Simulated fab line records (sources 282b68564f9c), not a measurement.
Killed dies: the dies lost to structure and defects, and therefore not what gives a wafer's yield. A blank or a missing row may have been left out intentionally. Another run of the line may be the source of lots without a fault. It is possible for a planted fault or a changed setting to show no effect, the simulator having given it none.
Problem report, 8D (eight disciplines) form, completed by code | flow rit cmos | the parts of the form that need people (team, actions taken, sign-off) are left out

1. PROBLEM STATEMENT
NWELL_RS at RIT_WELLDRIVE_RS_MEAS_01 reads a mean of 270.1 ohm/sq on 6 wafers of 2 lots; wafers without a fault read 275.5 ohm/sq with a standard deviation of 0.92. Relative to the usual mean, that is a shift of -5.9 standard deviations.
The step: measures by four-point-probe.
Seen first at day 5 05:28 on film metro-04, wafer L914.2. The record has a number at this step for 42 wafers belonging to 14 lots. Rule for "out", or "out of limits": more than 4 standard deviations from the usual mean. The rest of the wafers with a number are treated as sound.

2. WHAT IT IS; WHAT IT IS NOT
question                    | is                           | is not
which readings at this step | NWELL_RS                     | -
which lots                  | L914, L915                   | L900, L904, L905, L906, L907, L908, L910, L913, L916, L918, L919, L920
which wafers of those lots  | all that have a number       | -
read on which gauges        | film metro-03, film metro-04 | film metro-01
when                        | from day 5 05:28             | up to then (24 sound wafers); but 12 sound wafers of L916, L918, L919, L920 came after

3. THE SUSPECTS, EACH WITH WHAT RULES IT OUT
Counting: a tool stays on the suspect list if, at a process step up to the reading, it processed all lots that are out and no sound lot following the first of them.
- the gauge at RIT_WELLDRIVE_RS_MEAS_01: ruled out. 2 gauges (film metro-03, film metro-04) read the wafers that are out.
- implanter-01 at RIT_NWELL_IMPLANT_08: kept. Every lot that is out went through it, starting with L914 (day 4 21:32), and after that it ran no sound lot; the last sound lot it ran before then is L908 (day 3 17:38). Its own dose ions cm2 readings are out on those wafers.
Remaining after the count: implanter-01 at RIT_NWELL_IMPLANT_08.

4. THE CAUSE (what the simulator had put in)
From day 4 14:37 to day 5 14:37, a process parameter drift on implanter-01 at RIT_NWELL_IMPLANT_08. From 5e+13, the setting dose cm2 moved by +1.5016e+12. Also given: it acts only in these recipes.
Counting left only this tool.

5. SEQUENCE OF EFFECTS, ordered by route
Each row: a reading where the mean over the struck wafers with a number is more than 3 standard deviations away from the usual. Only readings for which the record gives a usual standard deviation are gone through. hours: the time from each lot's start at the first step in this table that gives one to its start at this step, as a median over the lots. sigmas: the change in usual standard deviations.
hours | step                     | reading       | usual        | on struck wafers | change     | sigmas
0     | RIT_NWELL_IMPLANT_08     | dose ions cm2 | 5.001e+13    | 5.154e+13        | +1.525e+12 | +28
8     | RIT_WELLDRIVE_RS_MEAS_01 | NWELL_RS      | 275.5 ohm/sq | 270.1            | -5.4       | -5.9
Process steps it contains:
- RIT_NWELL_IMPLANT_08

6. WHAT WOULD HAVE CAUGHT IT SOONER
Counted from the fault's start at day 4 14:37, it took 15 hours until the first out-of-limits reading at a measuring or inspecting step in this record, taken at day 5 05:28.
The tool's own readings at RIT_NWELL_IMPLANT_08 were out on every struck wafer that the step has a row for (dose ions cm2): an alarm limit on them would have fired on the first of those.
The start of RIT_NWELL_IMPLANT_08 on implanter-01 came by day 5 05:28 for every one of the lots that are out (2). Had the tool been put on hold then, not one of them would have been saved.
